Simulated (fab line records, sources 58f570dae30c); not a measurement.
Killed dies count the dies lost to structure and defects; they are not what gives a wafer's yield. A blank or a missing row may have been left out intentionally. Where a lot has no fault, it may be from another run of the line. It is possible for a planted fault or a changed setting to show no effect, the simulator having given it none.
Matching of chambers	flow berkeleyCmos170	rieDiel-02 running UCB170_V1_ETCH_14: 4 sister chambers
The step etches SiO2 in CHF3/CF4/Ar, stops on Al, target depth 1250 nm, time 291 s. 4 wafers are shown with their chamber, then 8 later ones without.

WAFERS, EACH WITH ITS CHAMBER
wafer	chamber	throttleValvePct (%)
L328.4	0	7.08
L334.2	3	6.74
L334.3	1	6.75
L344.2	2	6.99

WAFERS WHOSE CHAMBER IS MISSING
wafer	throttleValvePct (%)
L344.3	6.75
L344.6	6.78
L345.1	6.75
L345.5	7.08
L345.6	6.74
L347.1	6.77
L347.4	6.77
L347.6	7.09

THE CHAMBER EACH PASSED THROUGH
wafer	from the rows above	in truth
L344.3	can't be placed: 1 or 3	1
L344.6	can't be placed: 1 or 3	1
L345.1	can't be placed: 1 or 3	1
L345.5	0	0
L345.6	can't be placed: 3 or 1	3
L347.1	can't be placed: 1 or 3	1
L347.4	can't be placed: 1 or 3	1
L347.6	0	0
2 of 8 placed correctly. From these rows, 6 cannot be placed; in 6 the true chamber is one of the candidates. Number placed wrongly: 0.
How it was worked out, from the rows above alone: a wafer's distance from a chamber is the root of the sum, over the readings, of the square of ((its reading less the chamber's mean) divided by the reading's scatter). If the next closest chamber is less than 2 further off than the closest, the wafer can't be placed; otherwise it belongs to the closest. Each chamber's mean is taken over the wafers shown for it. The scatter (one wafer shown for each chamber): square how far every hidden wafer sits from the nearest shown wafer, average those squares and take the square root.
